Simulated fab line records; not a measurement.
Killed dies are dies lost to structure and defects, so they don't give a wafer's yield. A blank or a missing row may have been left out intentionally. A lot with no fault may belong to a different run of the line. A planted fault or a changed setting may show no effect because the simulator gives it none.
fab line records -- flow berkeleyCmos170 -- part 1 of 2: steps 1 to 27 of 36
record: lots: 5, wafers: 15, lastDay: 12
route steps=331 shown CONTACT@219 M1@238 V1@254
lots untouched by any fault: they come from a run of this same line in which no faults occurred
startH: hours from the record's first day to the start of the lot's first wafer shown -- waitH: hours elapsed since this lot's preceding step -- " the same as in the row above -- L1.1+2: a single row standing in for several wafers -- - either no value or no given start -- * or withheld: withheld -- < > ~ a bound
route shown NAME@n: a module of which the file shows steps, and the number in the route of the first -- usual: the fault-free wafers' mean and standard deviation -- same: alike in all rows -- chamber/n: place in a boat -- sites: readings site by site -- _std_site: standard deviation of those values -- _edge_site: outer sites' mean less inner sites' -- radiusMm: how far each site lies from the wafer's centre -- mask NAME#n: copy n -- behind: the last tool/chamber to shape the wafer -- hold: why the lot went on hold/how many hours it stayed there/how the hold came to an end -- device: transistor that didn't switch, given as n, p or np -- end of line: at the end of the route, the tests of the same wafers -- for a step that has no rows: nothing shown but its recipe -- killed: at the first sort, the dies lost to defects and structure; wafer yield is something else -- map: a wafer's dies, marking killed ones x, the rest . and places with no die _
set.NAME: the setting the step ran with; set.NAME@STEP: the setting that earlier step ran with -- model.NAME: the simulator's own value behind a step, which no gauge read
a table for each step, a row for each wafer; lots at some steps of the route
services: the hour from which a tool's chamber was out of use, counted from the record's first day as startH (under 0 if before that day), plus the number of hours and why
== steps ==
step: UCB170_CONTACT_HMDS_03
recipe: primeTimeS: 60, primeTempC: 100
same: primeTimeS: 60
lot.wafer,tool,chamber,startH,waitH
L081.3+4+6,lithoTrack-03,0,161.98,0.1
L086.2+5+6,lithoTrack-03,0,192.56,0.1
L093.1+2+6,lithoTrack-01,0,231.64,0.1
L094.1+4+5,lithoTrack-01,0,241.02,0.1
L097.3+5+6,lithoTrack-04,0,265.87,0.1
step: UCB170_CONTACT_COAT_04
recipe: resist: KrF, spinRpm: 1500, resistThkNm: 900
lot.wafer,tool,chamber,startH,waitH
L081.3+4+6,lithoTrack-03,0,162.13,0.1
L086.2+5+6,lithoTrack-03,0,192.71,0.1
L093.1+2+6,lithoTrack-01,0,231.79,0.1
L094.1+4+5,lithoTrack-01,0,241.17,0.1
L097.3+5+6,lithoTrack-04,0,266.02,0.1
step: UCB170_CONTACT_SOFTBAKE_05
recipe: resist: KrF, tempC: 130, timeS: 60
usual: heaterPowerTotalW: 56.81/0.047
lot.wafer,tool,chamber,startH,waitH,heaterPowerTotalW
L081.3,lithoTrack-03,0,162.28,0.1,56.84
L081.4,lithoTrack-03,0,162.28,0.1,56.77
L081.6,lithoTrack-03,0,162.28,0.1,56.76
L086.2,lithoTrack-03,0,192.86,0.1,56.80
L086.5,lithoTrack-03,0,192.86,0.1,56.82
L086.6,lithoTrack-03,0,192.86,0.1,56.80
L093.1,lithoTrack-01,0,231.94,0.1,56.78
L093.2,lithoTrack-01,0,231.94,0.1,56.81
L093.6,lithoTrack-01,0,231.94,0.1,56.88
L094.1,lithoTrack-01,0,241.32,0.1,56.79
L094.4,lithoTrack-01,0,241.32,0.1,56.86
L094.5,lithoTrack-01,0,241.32,0.1,56.88
L097.3,lithoTrack-04,0,266.17,0.1,56.74
L097.5,lithoTrack-04,0,266.17,0.1,56.84
L097.6,lithoTrack-04,0,266.17,0.1,56.78
step: UCB170_CONTACT_STRIP_06
recipe: chemistry: O2, powerW: 400, pressureMtorr: 3500, platenTempC: withheld, o2FlowSccm: 400, overashFraction: 0.5
usual: drypumpMotorCurrentA: 5.9/0.43, oesProductAu: 0.735/0.0045, stripTimeToEndpointS: 21.98/0.056
lot.wafer,tool,chamber,startH,waitH,drypumpMotorCurrentA,oesProductAu,rfHoursCounterH,stripTimeToEndpointS
L081.3,plasmaAsher-02,0,162.41,0.1,6.4,0.742,-,21.96
L081.4,plasmaAsher-02,1,162.41,0.1,5.8,0.737,-,21.99
L081.6,plasmaAsher-02,1,162.41,0.1,5.8,0.743,-,21.95
L086.2,plasmaAsher-01,1,192.98,0.1,6.6,0.737,47,22.04
L086.5,plasmaAsher-01,1,192.98,0.1,6.6,0.729,-,22.00
L086.6,plasmaAsher-01,0,192.98,0.1,5.3,0.739,-,21.94
L093.1,plasmaAsher-01,1,232.09,0.1,6.6,0.728,50,22.05
L093.2,plasmaAsher-01,0,232.09,0.1,5.2,0.738,50,22.10
L093.6,plasmaAsher-01,1,232.09,0.1,6.6,0.741,-,22.04
L094.1,plasmaAsher-02,1,241.47,0.1,5.8,0.733,54,22.00
L094.4,plasmaAsher-02,0,241.47,0.1,6.4,0.731,-,21.97
L094.5,plasmaAsher-02,1,241.47,0.1,5.8,0.729,-,22.04
L097.3,plasmaAsher-01,0,266.30,0.1,5.3,0.728,-,22.03
L097.5,plasmaAsher-01,1,266.30,0.1,6.6,0.731,-,21.92
L097.6,plasmaAsher-01,0,266.30,0.1,5.2,0.733,-,21.96
step: UCB170_CONTACT_CLEAN_07
recipe: chemistry: SPM, tempC: 120, timeS: 600
lot.wafer,tool,chamber,startH,waitH
L081.3+4+6,wetBench-01,1,162.48,0.0
L086.2+5+6,wetBench-02,0,194.51,1.5
L093.1+2+6,wetBench-02,0,232.19,0.1
L094.1+4+5,wetBench-02,3,241.57,0.1
L097.3+5+6,wetBench-02,1,266.37,0.0
step: UCB170_CONTACT_RTA_08
recipe: tempC: 900, timeS: 10, ambient: N2
usual: chamberO2Ppm: 2.001/0.022, lampPowerPct: 22.2/0.67, wafer_temp_C_max: 904.9/2.5
lot.wafer,tool,chamber,startH,waitH,chamberO2Ppm,lampPowerPct,wafer_temp_C_max
L081.3,rtpAnneal-01,0,162.68,0.0,1.996,21.6,902.6
L081.4,rtpAnneal-01,0,162.68,0.0,1.960,21.5,902.7
L081.6,rtpAnneal-01,0,162.68,0.0,1.973,21.6,901.6
L086.2,rtpAnneal-02,0,194.69,0.0,2.014,22.9,908.0
L086.5,rtpAnneal-02,0,194.69,0.0,2.012,22.9,908.1
L086.6,rtpAnneal-02,0,194.69,0.0,1.998,22.9,906.1
L093.1,rtpAnneal-01,0,232.37,0.0,2.028,21.6,902.2
L093.2,rtpAnneal-01,0,232.37,0.0,2.008,21.5,902.5
L093.6,rtpAnneal-01,0,232.37,0.0,2.024,21.6,903.2
L094.1,rtpAnneal-01,0,241.75,0.0,1.999,21.6,902.6
L094.4,rtpAnneal-01,0,241.75,0.0,2.028,21.6,902.2
L094.5,rtpAnneal-01,0,241.75,0.0,2.010,21.6,903.6
L097.3,rtpAnneal-01,0,266.59,0.0,1.967,21.6,902.5
L097.5,rtpAnneal-01,0,266.59,0.0,1.995,21.5,902.5
L097.6,rtpAnneal-01,0,266.59,0.0,1.995,21.6,903.1
step: UCB170_CONTACT_COAT_09
recipe: resist: BARC, tempC: withheld, timeS: withheld, spinRpm: 3000, resistThkNm: withheld
lot.wafer,tool,chamber,startH,waitH
L081.3+4+6,lithoTrack-03,0,162.77,0.1
L086.2+5+6,lithoTrack-03,0,194.78,0.1
L093.1+2+6,lithoTrack-03,0,232.44,0.1
L094.1+4+5,lithoTrack-03,0,241.81,0.1
L097.3+5+6,lithoTrack-01,0,266.77,0.2
step: UCB170_CONTACT_COAT_10
recipe: resist: KrF, spinRpm: 1500, resistThkNm: 900
lot.wafer,tool,chamber,startH,waitH
L081.3+4+6,lithoTrack-03,0,-,-
L086.2+5+6,lithoTrack-03,0,-,-
L093.1+2+6,lithoTrack-03,0,-,-
L094.1+4+5,lithoTrack-03,0,-,-
L097.3+5+6,lithoTrack-01,0,-,-
step: UCB170_CONTACT_SOFTBAKE_11
recipe: resist: KrF, tempC: 130, timeS: 60
usual: heaterPowerTotalW: 56.80/0.048
lot.wafer,tool,chamber,startH,waitH,heaterPowerTotalW
L081.3,lithoTrack-03,0,-,-,56.73
L081.4,lithoTrack-03,0,-,-,56.79
L081.6,lithoTrack-03,0,-,-,56.76
L086.2,lithoTrack-03,0,-,-,56.83
L086.5,lithoTrack-03,0,-,-,56.78
L086.6,lithoTrack-03,0,-,-,56.78
L093.1,lithoTrack-03,0,-,-,56.81
L093.2,lithoTrack-03,0,-,-,56.86
L093.6,lithoTrack-03,0,-,-,56.76
L094.1,lithoTrack-03,0,-,-,56.77
L094.4,lithoTrack-03,0,-,-,56.85
L094.5,lithoTrack-03,0,-,-,56.77
L097.3,lithoTrack-01,0,-,-,56.75
L097.5,lithoTrack-01,0,-,-,56.85
L097.6,lithoTrack-01,0,-,-,56.91
step: UCB170_CONTACT_EXPOSE_12
recipe: maskId: CONT, targetCdNm: 700, na: 0.5, sigmaOuter: 0.6, sourceShape: conventional, doseMj: 35
usual: exposureDoseMJCm2: 34.93/0.036, focusOffsetNm: 0.1/0.48, stageVelMmS: 499.98/0.24
lot.wafer,tool,chamber,startH,waitH,mask,exposureDoseMJCm2,focusOffsetNm,stageVelMmS
L081.3,krfScanner-01,0,163.21,-,CONT#0,35.05,0.5,500.14
L081.4,krfScanner-01,0,163.21,-,CONT#0,35.00,0.6,500.13
L081.6,krfScanner-01,0,163.21,-,CONT#0,35.00,0.2,500.45
L086.2,krfScanner-01,0,195.34,-,CONT#0,34.93,0.4,500.06
L086.5,krfScanner-01,0,195.34,-,CONT#0,34.92,0.0,499.78
L086.6,krfScanner-01,0,195.34,-,CONT#0,34.98,0.6,500.05
L093.1,krfScanner-02,0,233.25,-,CONT#0,34.97,0.3,499.96
L093.2,krfScanner-02,0,233.25,-,CONT#0,34.99,0.0,499.83
L093.6,krfScanner-02,0,233.25,-,CONT#0,34.95,-0.1,499.85
L094.1,krfScanner-01,0,242.39,-,CONT#0,34.92,0.4,500.12
L094.4,krfScanner-01,0,242.39,-,CONT#0,35.01,1.2,500.23
L094.5,krfScanner-01,0,242.39,-,CONT#0,34.93,0.6,500.32
L097.3,krfScanner-02,0,267.46,-,CONT#0,34.95,-0.2,500.41
L097.5,krfScanner-02,0,267.46,-,CONT#0,34.95,1.3,499.83
L097.6,krfScanner-02,0,267.46,-,CONT#0,34.96,0.2,499.92
step: UCB170_CONTACT_PEB_13
recipe: pebTempC: 130, pebTimeS: withheld, resist: KrF
usual: heaterPowerTotalW: 56.80/0.04
lot.wafer,tool,chamber,startH,waitH,heaterPowerTotalW
L081.3,lithoTrack-01,0,163.34,0.1,56.86
L081.4,lithoTrack-01,0,163.34,0.1,56.78
L081.6,lithoTrack-01,0,163.34,0.1,56.87
L086.2,lithoTrack-04,0,195.48,0.1,56.85
L086.5,lithoTrack-04,0,195.48,0.1,56.77
L086.6,lithoTrack-04,0,195.48,0.1,56.81
L093.1,lithoTrack-04,0,233.37,0.1,56.79
L093.2,lithoTrack-04,0,233.37,0.1,56.84
L093.6,lithoTrack-04,0,233.37,0.1,56.81
L094.1,lithoTrack-03,0,242.50,0.1,56.83
L094.4,lithoTrack-03,0,242.50,0.1,56.81
L094.5,lithoTrack-03,0,242.50,0.1,56.80
L097.3,lithoTrack-01,0,267.63,0.2,56.82
L097.5,lithoTrack-01,0,267.63,0.2,56.80
L097.6,lithoTrack-01,0,267.63,0.2,56.80
step: UCB170_CONTACT_DEVELOP_14
recipe: developer: TMAH, developTimeS: 45, resist: KrF, devTempC: 20.2
lot.wafer,tool,chamber,startH,waitH
L081.3+4+6,lithoTrack-01,0,-,-
L086.2+5+6,lithoTrack-04,0,-,-
L093.1+2+6,lithoTrack-04,0,-,-
L094.1+4+5,lithoTrack-03,0,-,-
L097.3+5+6,lithoTrack-01,0,-,-
step: UCB170_CONTACT_CD_MEAS_15
recipe: targetCdNm: 700
usual: cdNm: 699.9/1.4
lot.wafer,tool,chamber,startH,waitH,cdNm
L081.3,cdSem-01,-,163.60,-,703.1
L081.4,cdSem-01,-,163.60,-,702.5
L081.6,cdSem-01,-,163.60,-,702.1
L086.2,cdSem-01,-,195.75,-,701.1
L086.5,cdSem-01,-,195.75,-,701.9
L086.6,cdSem-01,-,195.75,-,702.3
L093.1,cdSem-01,-,233.64,-,699.6
L093.2,cdSem-01,-,233.64,-,700.3
L093.6,cdSem-01,-,233.64,-,700.3
L094.1,cdSem-02,-,242.78,-,698.8
L094.4,cdSem-02,-,242.78,-,699.6
L094.5,cdSem-02,-,242.78,-,698.5
L097.3,cdSem-02,-,267.89,-,698.8
L097.5,cdSem-02,-,267.89,-,698.3
L097.6,cdSem-02,-,267.89,-,697.4
step: UCB170_CONTACT_OVL_MEAS_16
usual: CONTACT_OVL: 3/5.8
lot.wafer,tool,chamber,startH,waitH,CONTACT_OVL[nm]
L081.3,overlay-02,-,163.69,0.1,3
L081.4,overlay-02,-,163.69,0.1,-1
L081.6,overlay-02,-,163.69,0.1,-2
L086.2,overlay-02,-,195.85,0.1,-6
L086.5,overlay-02,-,195.85,0.1,9
L086.6,overlay-02,-,195.85,0.1,-2
L093.1,overlay-01,-,233.76,0.1,15
L093.2,overlay-01,-,233.76,0.1,3
L093.6,overlay-01,-,233.76,0.1,7
L094.1,overlay-02,-,242.90,0.1,1
L094.4,overlay-02,-,242.90,0.1,8
L094.5,overlay-02,-,242.90,0.1,7
L097.3,overlay-01,-,267.99,0.1,5
L097.5,overlay-01,-,267.99,0.1,8
L097.6,overlay-01,-,267.99,0.1,3
step: UCB170_CONTACT_ETCH_17
recipe: chemistry: N2/H2, targetDepthA: withheld, overetchA: withheld, target: BARC, timeS: withheld, sourceW: 500, biasW: 100, pressureMtorr: 30, n2FlowSccm: 100, h2FlowSccm: 200
usual: drypumpMotorCurrentA: 5.9/0.45, oesProductAu: 1.000/0.017, throttleValvePct: 13.31/0.15
lot.wafer,tool,chamber,startH,waitH,drypumpMotorCurrentA,oesProductAu,throttleValvePct
L081.3,rieDiel-03,1,163.72,0.0,5.3,1.008,13.36
L081.4,rieDiel-03,0,163.72,0.0,5.8,1.030,13.40
L081.6,rieDiel-03,1,163.72,0.0,5.4,1.007,13.36
L086.2,rieDiel-02,1,195.88,0.0,6.5,0.991,13.12
L086.5,rieDiel-02,0,195.88,0.0,6.4,1.004,13.23
L086.6,rieDiel-02,3,195.88,0.0,6.0,0.961,13.03
L093.1,rieDiel-02,0,233.80,0.0,6.4,1.008,13.24
L093.2,rieDiel-02,1,233.80,0.0,6.5,0.992,13.10
L093.6,rieDiel-02,1,233.80,0.0,6.5,1.010,13.12
L094.1,rieDiel-02,0,242.94,0.0,6.5,1.010,13.24
L094.4,rieDiel-02,1,242.94,0.0,6.5,0.981,13.11
L094.5,rieDiel-02,0,242.94,0.0,6.5,1.008,13.24
L097.3,rieDiel-01,0,268.01,0.0,5.7,0.971,13.56
L097.5,rieDiel-01,0,268.01,0.0,5.7,0.982,13.56
L097.6,rieDiel-01,3,268.01,0.0,6.5,1.011,13.34
step: UCB170_CONTACT_ETCH_18
recipe: chemistry: CHF3/CF4/Ar, target: PSG, stopOn: TiSi2, CHF3_flow_sccm: 45, cf4FlowSccm: 15, Ar_flow_sccm: 150, pressureMtorr: 200, rfW: 700, targetDepthA: 8400, overEtchFrac: 0.2, timeS: 195
usual: drypumpMotorCurrentA: 5.9/0.45, oesProductAu: 0.891/0.017, throttleValvePct: 6.94/0.11
lot.wafer,tool,chamber,startH,waitH,drypumpMotorCurrentA,oesProductAu,rfHoursCounterH,throttleValvePct
L081.3,rieDiel-03,1,-,-,5.4,0.900,36,6.98
L081.4,rieDiel-03,0,-,-,5.8,0.914,-,6.99
L081.6,rieDiel-03,1,-,-,5.4,0.900,-,7.00
L086.2,rieDiel-02,1,-,-,6.5,0.872,111,6.79
L086.5,rieDiel-02,0,-,-,6.5,0.891,-,6.86
L086.6,rieDiel-02,3,-,-,6.0,0.865,-,6.73
L093.1,rieDiel-02,0,-,-,6.5,0.892,76,6.86
L093.2,rieDiel-02,1,-,-,6.5,0.865,113,6.78
L093.6,rieDiel-02,1,-,-,6.5,0.868,-,6.77
L094.1,rieDiel-02,0,-,-,6.5,0.892,77,6.86
L094.4,rieDiel-02,1,-,-,6.5,0.869,114,6.77
L094.5,rieDiel-02,0,-,-,6.5,0.887,-,6.87
L097.3,rieDiel-01,0,-,-,5.7,0.878,122,7.11
L097.5,rieDiel-01,0,-,-,5.6,0.879,-,7.10
L097.6,rieDiel-01,3,-,-,6.5,0.883,-,6.95
step: UCB170_CONTACT_STRIP_19
recipe: chemistry: O2, powerW: 400, pressureMtorr: 3500, platenTempC: withheld, o2FlowSccm: 400, overashFraction: 0.5
usual: drypumpMotorCurrentA: 5.9/0.42, oesProductAu: 0.725/0.0039
lot.wafer,tool,chamber,startH,waitH,drypumpMotorCurrentA,oesProductAu,rfHoursCounterH
L081.3,plasmaAsher-02,0,163.92,-,6.3,0.725,-
L081.4,plasmaAsher-02,1,163.92,-,5.8,0.726,-
L081.6,plasmaAsher-02,0,163.92,-,6.3,0.722,-
L086.2,plasmaAsher-01,0,196.05,-,5.2,0.727,47
L086.5,plasmaAsher-01,0,196.05,-,5.3,0.719,-
L086.6,plasmaAsher-01,1,196.05,-,6.6,0.724,-
L093.1,plasmaAsher-03,0,233.97,-,5.6,0.727,12
L093.2,plasmaAsher-03,1,233.97,-,5.6,0.721,12
L093.6,plasmaAsher-03,1,233.97,-,5.6,0.729,-
L094.1,plasmaAsher-01,1,243.10,-,6.6,0.728,51
L094.4,plasmaAsher-01,0,243.10,-,5.2,0.728,-
L094.5,plasmaAsher-01,1,243.10,-,6.6,0.727,-
L097.3,plasmaAsher-03,0,268.21,-,5.6,0.721,-
L097.5,plasmaAsher-03,1,268.21,-,5.6,0.721,-
L097.6,plasmaAsher-03,0,268.21,-,5.6,0.732,-
step: UCB170_CONTACT_CD_MEAS_90
recipe: targetCdNm: 700
usual: cdNm: 699.9/1.5
lot.wafer,tool,chamber,startH,waitH,cdNm
L081.3,cdSem-01,-,164.02,0.1,702.4
L081.4,cdSem-01,-,164.02,0.1,702.0
L081.6,cdSem-01,-,164.02,0.1,701.5
L086.2,cdSem-02,-,196.17,0.1,701.7
L086.5,cdSem-02,-,196.17,0.1,701.7
L086.6,cdSem-02,-,196.17,0.1,701.7
L093.1,cdSem-02,-,234.07,0.1,699.9
L093.2,cdSem-02,-,234.07,0.1,701.6
L093.6,cdSem-02,-,234.07,0.1,702.2
L094.1,cdSem-01,-,243.20,0.1,698.7
L094.4,cdSem-01,-,243.20,0.1,699.8
L094.5,cdSem-01,-,243.20,0.1,699.2
L097.3,cdSem-02,-,268.36,0.1,698.0
L097.5,cdSem-02,-,268.36,0.1,698.8
L097.6,cdSem-02,-,268.36,0.1,697.5
step: UCB170_CONTACT_CLEAN_20
recipe: chemistry: SPM, tempC: 120, timeS: 600
lot.wafer,tool,chamber,startH,waitH
L081.3+4+6,wetBench-01,1,164.11,0.1
L086.2+5+6,wetBench-01,2,196.27,0.1
L093.1+2+6,wetBench-02,0,234.34,0.3
L094.1+4+5,wetBench-02,1,243.32,0.1
L097.3+5+6,wetBench-01,3,268.44,0.1
step: UCB170_M1_SPUTTER_00
recipe: material: Al, targetThkNm: 600, timeS: 80, powerW: 6000, chamberPressurePa: 0.5
usual: throttleValvePct: 29.3/1.3
lot.wafer,tool,chamber,startH,waitH,throttleValvePct
L081.3,pvdSputter-02,-,164.28,0.0,30.7
L081.4,pvdSputter-02,-,164.28,0.0,30.1
L081.6,pvdSputter-02,-,164.28,0.0,29.8
L086.2,pvdSputter-03,-,196.44,0.0,27.4
L086.5,pvdSputter-03,-,196.44,0.0,28.8
L086.6,pvdSputter-03,-,196.44,0.0,27.3
L093.1,pvdSputter-02,-,234.51,0.0,29.7
L093.2,pvdSputter-02,-,234.51,0.0,30.3
L093.6,pvdSputter-02,-,234.51,0.0,30.5
L094.1,pvdSputter-03,-,243.50,0.0,27.8
L094.4,pvdSputter-03,-,243.50,0.0,28.9
L094.5,pvdSputter-03,-,243.50,0.0,28.3
L097.3,pvdSputter-02,-,268.61,0.0,29.8
L097.5,pvdSputter-02,-,268.61,0.0,29.9
L097.6,pvdSputter-02,-,268.61,0.0,29.8
step: UCB170_M1_RS_MEAS_01
recipe: thkMeasGauge: four-point-probe, reads: Al_of_M1_SPUTTER_00
usual: M1_AL_RS: 0.0486/0.00044
lot.wafer,tool,chamber,startH,waitH,M1_AL_RS[ohm/sq]
L081.3,filmMetro-04,-,164.38,0.1,0.0479
L081.4,filmMetro-04,-,164.38,0.1,0.0479
L081.6,filmMetro-04,-,164.38,0.1,0.0479
L086.2,filmMetro-01,-,196.52,0.1,0.0487
L086.5,filmMetro-01,-,196.52,0.1,0.0492
L086.6,filmMetro-01,-,196.52,0.1,0.0486
L093.1,filmMetro-03,-,234.57,0.0,0.0488
L093.2,filmMetro-03,-,234.57,0.0,0.0488
L093.6,filmMetro-03,-,234.57,0.0,0.0487
L094.1,filmMetro-01,-,243.57,0.0,0.0482
L094.4,filmMetro-01,-,243.57,0.0,0.0487
L094.5,filmMetro-01,-,243.57,0.0,0.0483
L097.3,filmMetro-04,-,268.71,0.1,0.0478
L097.5,filmMetro-04,-,268.71,0.1,0.0481
L097.6,filmMetro-04,-,268.71,0.1,0.0477
step: UCB170_M1_THK_MEAS_02
recipe: thkMeasGauge: xrf, reads: Al_of_M1_SPUTTER_00
usual: M1_AL_THK: 605/6
lot.wafer,tool,chamber,startH,waitH,M1_AL_THK[nm]
L081.3,filmMetro-04,-,164.48,0.1,610
L081.4,filmMetro-04,-,164.48,0.1,611
L081.6,filmMetro-04,-,164.48,0.1,615
L086.2,filmMetro-01,-,196.63,0.1,608
L086.5,filmMetro-01,-,196.63,0.1,597
L086.6,filmMetro-01,-,196.63,0.1,605
L093.1,filmMetro-03,-,234.69,0.1,601
L093.2,filmMetro-03,-,234.69,0.1,598
L093.6,filmMetro-03,-,234.69,0.1,599
L094.1,filmMetro-01,-,243.69,0.1,608
L094.4,filmMetro-01,-,243.69,0.1,602
L094.5,filmMetro-01,-,243.69,0.1,609
L097.3,filmMetro-04,-,268.81,0.1,612
L097.5,filmMetro-04,-,268.81,0.1,605
L097.6,filmMetro-04,-,268.81,0.1,612
step: UCB170_M1_COAT_03
recipe: resist: BARC, tempC: withheld, timeS: withheld, spinRpm: 3000, resistThkNm: withheld
lot.wafer,tool,chamber,startH,waitH
L081.3+4+6,lithoTrack-02,0,164.62,0.1
L086.2+5+6,lithoTrack-04,0,196.71,0.1
L093.1+2+6,lithoTrack-02,0,234.81,0.1
L094.1+4+5,lithoTrack-03,0,243.84,0.1
L097.3+5+6,lithoTrack-04,0,269.25,0.4
step: UCB170_M1_COAT_04
recipe: resist: KrF, spinRpm: 1500, resistThkNm: 900
lot.wafer,tool,chamber,startH,waitH
L081.3+4+6,lithoTrack-02,0,-,-
L086.2+5+6,lithoTrack-04,0,-,-
L093.1+2+6,lithoTrack-02,0,-,-
L094.1+4+5,lithoTrack-03,0,-,-
L097.3+5+6,lithoTrack-04,0,-,-
step: UCB170_M1_SOFTBAKE_05
recipe: resist: KrF, tempC: 130, timeS: 60
usual: heaterPowerTotalW: 56.80/0.044
lot.wafer,tool,chamber,startH,waitH,heaterPowerTotalW
L081.3,lithoTrack-02,0,-,-,56.77
L081.4,lithoTrack-02,0,-,-,56.73
L081.6,lithoTrack-02,0,-,-,56.82
L086.2,lithoTrack-04,0,-,-,56.84
L086.5,lithoTrack-04,0,-,-,56.74
L086.6,lithoTrack-04,0,-,-,56.85
L093.1,lithoTrack-02,0,-,-,56.83
L093.2,lithoTrack-02,0,-,-,56.83
L093.6,lithoTrack-02,0,-,-,56.88
L094.1,lithoTrack-03,0,-,-,56.83
L094.4,lithoTrack-03,0,-,-,56.74
L094.5,lithoTrack-03,0,-,-,56.69
L097.3,lithoTrack-04,0,-,-,56.80
L097.5,lithoTrack-04,0,-,-,56.84
L097.6,lithoTrack-04,0,-,-,56.85
step: UCB170_M1_EXPOSE_06
recipe: maskId: METAL1, targetCdNm: 700, na: 0.5, sigmaOuter: 0.6, sourceShape: conventional, doseMj: 21
usual: exposureDoseMJCm2: 20.981/0.021, focusOffsetNm: -0.1/0.54, stageVelMmS: 499.95/0.25
lot.wafer,tool,chamber,startH,waitH,mask,exposureDoseMJCm2,focusOffsetNm,stageVelMmS
L081.3,krfScanner-01,0,165.06,-,METAL1#0,20.998,0.4,500.41
L081.4,krfScanner-01,0,165.06,-,METAL1#0,20.972,0.4,500.14
L081.6,krfScanner-01,0,165.06,-,METAL1#0,21.001,0.3,500.27
L086.2,krfScanner-01,0,197.28,-,METAL1#0,20.977,0.0,499.85
L086.5,krfScanner-01,0,197.28,-,METAL1#0,20.968,0.1,499.77
L086.6,krfScanner-01,0,197.28,-,METAL1#0,20.970,-0.2,499.90
L093.1,krfScanner-02,0,235.38,-,METAL1#0,20.988,-0.4,500.26
L093.2,krfScanner-02,0,235.38,-,METAL1#0,20.985,-1.1,500.14
L093.6,krfScanner-02,0,235.38,-,METAL1#0,20.961,-0.4,500.01
L094.1,krfScanner-02,0,244.30,-,METAL1#0,20.966,-0.2,500.03
L094.4,krfScanner-02,0,244.30,-,METAL1#0,20.989,0.4,500.03
L094.5,krfScanner-02,0,244.30,-,METAL1#0,20.966,-0.3,500.11
L097.3,krfScanner-01,0,269.84,-,METAL1#0,20.958,0.2,500.27
L097.5,krfScanner-01,0,269.84,-,METAL1#0,21.011,-0.6,499.90
L097.6,krfScanner-01,0,269.84,-,METAL1#0,21.012,-0.4,499.92
step: UCB170_M1_PEB_07
recipe: pebTempC: 130, pebTimeS: withheld, resist: KrF
usual: heaterPowerTotalW: 56.80/0.048
lot.wafer,tool,chamber,startH,waitH,heaterPowerTotalW
L081.3,lithoTrack-02,0,165.18,0.1,56.77
L081.4,lithoTrack-02,0,165.18,0.1,56.74
L081.6,lithoTrack-02,0,165.18,0.1,56.75
L086.2,lithoTrack-02,0,197.40,0.1,56.79
L086.5,lithoTrack-02,0,197.40,0.1,56.76
L086.6,lithoTrack-02,0,197.40,0.1,56.81
L093.1,lithoTrack-04,0,235.66,0.3,56.82
L093.2,lithoTrack-04,0,235.66,0.3,56.87
L093.6,lithoTrack-04,0,235.66,0.3,56.81
L094.1,lithoTrack-02,0,244.57,0.2,56.74
L094.4,lithoTrack-02,0,244.57,0.2,56.82
L094.5,lithoTrack-02,0,244.57,0.2,56.89
L097.3,lithoTrack-03,0,270.02,0.2,56.84
L097.5,lithoTrack-03,0,270.02,0.2,56.81
L097.6,lithoTrack-03,0,270.02,0.2,56.76
